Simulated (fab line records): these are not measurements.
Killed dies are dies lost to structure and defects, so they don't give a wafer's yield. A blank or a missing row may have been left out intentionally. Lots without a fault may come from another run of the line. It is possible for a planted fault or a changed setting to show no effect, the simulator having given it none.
A struck lot beside a sound one :: flow rit cmos :: 25 steps out of a route of 202
Sound: wafers L151.2, L151.3, L151.5. Struck: wafers L168.1, L168.3, L168.4. At the end, the cause is stated.
At each step with rows: each side's tool, then ch and its chambers, then its first start. Under that, the readings that differ: sound wafers :: struck wafers :: difference of the means :: sigmas: that difference in standard deviations of wafers without a fault.
alike: words and numbers the same on both sides, and readings whose means are apart by under 2 such deviations; not compared: readings that were withheld, readings missing a value for some wafer, numbers with overlapping values and no deviation given by the record, and bounds like >300 which may hide the same value.
The two part at a step that has a row with sigmas, a row that says differs or no value, or rows on one side only. Numbers that don't overlap but have no deviation are shown without sigmas and don't part them. A reading that every wafer of one side lacks parts them only if that side has two wafers or more.

first, 1 step without rows for these wafers: RIT_PRETRO_IMPLANT_08.
RIT_PRETRO_STRIP_09: strips in O2, time 180 s.
  sound on plasma asher-02 ch 0,1, day 2 23:11; struck on plasma asher-01 ch 0,1, day 6 11:51
  alike: drypump motor current A
  not compared: rf hours counter h
RIT_PRETRO_TW_MEAS_10:
  struck on film metro-02, day 6 12:01; sound on film metro-02, day 2 23:22
  alike: PRETRO_TW
then, 5 steps without rows for these wafers: RIT_GATE_WET_ETCH_00 (etches SiO2 in BOE, target depth 56 nm, time 60 s); RIT_GATE_CLEAN_01 (cleans in SC1, time 600 s); RIT_GATE_CLEAN_02 (cleans in dHF, time 30 s); RIT_GATE_CLEAN_03 (cleans in SC2, time 600 s); RIT_GATE_CLEAN_04 (cleans in dHF, time 60 s).
RIT_FOX2_THK_MEAS_91:
  struck on film metro-01, day 6 12:32; sound on film metro-02, day 2 23:55
  alike: FIELD_OXIDE_LEFT_2_THK
then, 2 steps without rows for these wafers: RIT_GATE_OXIDATION_05 (target thk 3 nm, ox time 270 s); RIT_GATE_ANNEAL_06 (time 600 s).
RIT_GATE_THK_MEAS_07:
  struck on film metro-01, day 6 13:55; sound on film metro-02, day 3 02:20
  alike: GATE_OXIDE_THK
RIT_GATE_CVD_08: deposits poly-Si from SiH4, target thk 250 nm, time 2220 s.
  sound on lpcvd-01 ch 0, day 3 02:23; struck on lpcvd-02 ch 1, day 6 13:59
reading: model.poly-Si_of_GATE_CVD_08.thk nm (nm)
sound: 247.7 247.5 248.1
struck: 414.4 409.9 410.4
difference: +163.8
sigmas: 
  alike: zone power centre pct, zone power load pct
RIT_GATE_THK_MEAS_09:
  struck on film metro-02, day 6 16:25; sound on film metro-02, day 3 04:01
reading: GATE_POLY_THK (nm)
sound: 247.7 247.3 248.2
struck: 414.5 410.2 410.7
difference: +164.1
sigmas: +78
then, 2 steps without rows for these wafers: RIT_GATE_HMDS_10 (prime time 60 s); RIT_GATE_COAT_11 (resist thk 850 nm).
RIT_GATE_SOFTBAKE_12: time 61.23 s.
  sound on litho track-03 ch 0, day 3 04:23; struck on litho track-01 ch 0, day 6 16:46
  alike: plate sensor t centre C, plate sensor t edge C
then, 3 steps without rows for these wafers: RIT_GATE_EXPOSE_13 (exposes mask M6, target cd 150 nm); RIT_GATE_PEB_14; RIT_GATE_DEVELOP_15 (develop time 50 s).
RIT_GATE_CD_MEAS_16: target cd 150 nm.
  struck on cd sem-02, day 6 17:26; sound on cd sem-02, day 3 04:56
  alike: cd nm
RIT_GATE_OVL_MEAS_17:
  struck on overlay-01, day 6 17:34; sound on overlay-02, day 3 05:02
  alike: GATE_OVL
then, 1 step without rows for these wafers: RIT_GATE_HARDBAKE_18 (time 60 s).
RIT_GATE_ETCH_19: etches poly-Si in SF6/CHF3/O2, stops on SiO2, time 165 s, target depth 312.5 nm.
  sound on rie si-02 ch 1,2,3, day 3 05:13; struck on rie si-01 ch 0,1,3, day 6 17:45
reading: oes product au (a.u.)
sound: 0.826 0.841 0.849
struck: 1.007 0.997 0.984
difference: +0.157
sigmas: +12

reading: model.GATE.feature depth nm (nm)
sound: 247.7 247.5 248.1
struck: 321.2 315.3 301.9
difference: +65.0
sigmas: 

reading: model.etch.depth nm (nm)
sound: 247.7 247.5 248.1
struck: 321.2 315.3 301.9
difference: +65.0
sigmas: 
  alike: O2_flow_sccm, SF6_flow_sccm, drypump motor current A, throttle valve pct
  not compared: rf hours counter h
RIT_GATE_STRIP_20: strips in O2, time 180 s.
  sound on plasma asher-01 ch 0,1, day 3 05:20; struck on plasma asher-01 ch 0,1, day 6 17:52
  alike: drypump motor current A
  not compared: rf hours counter h

WHERE THEY PART
First at RIT_GATE_THK_MEAS_09; last, within this record, at RIT_GATE_ETCH_19. Later steps at which nothing parts them and some readings are alike: RIT_GATE_STRIP_20.

WHY: the cause the simulator had injected
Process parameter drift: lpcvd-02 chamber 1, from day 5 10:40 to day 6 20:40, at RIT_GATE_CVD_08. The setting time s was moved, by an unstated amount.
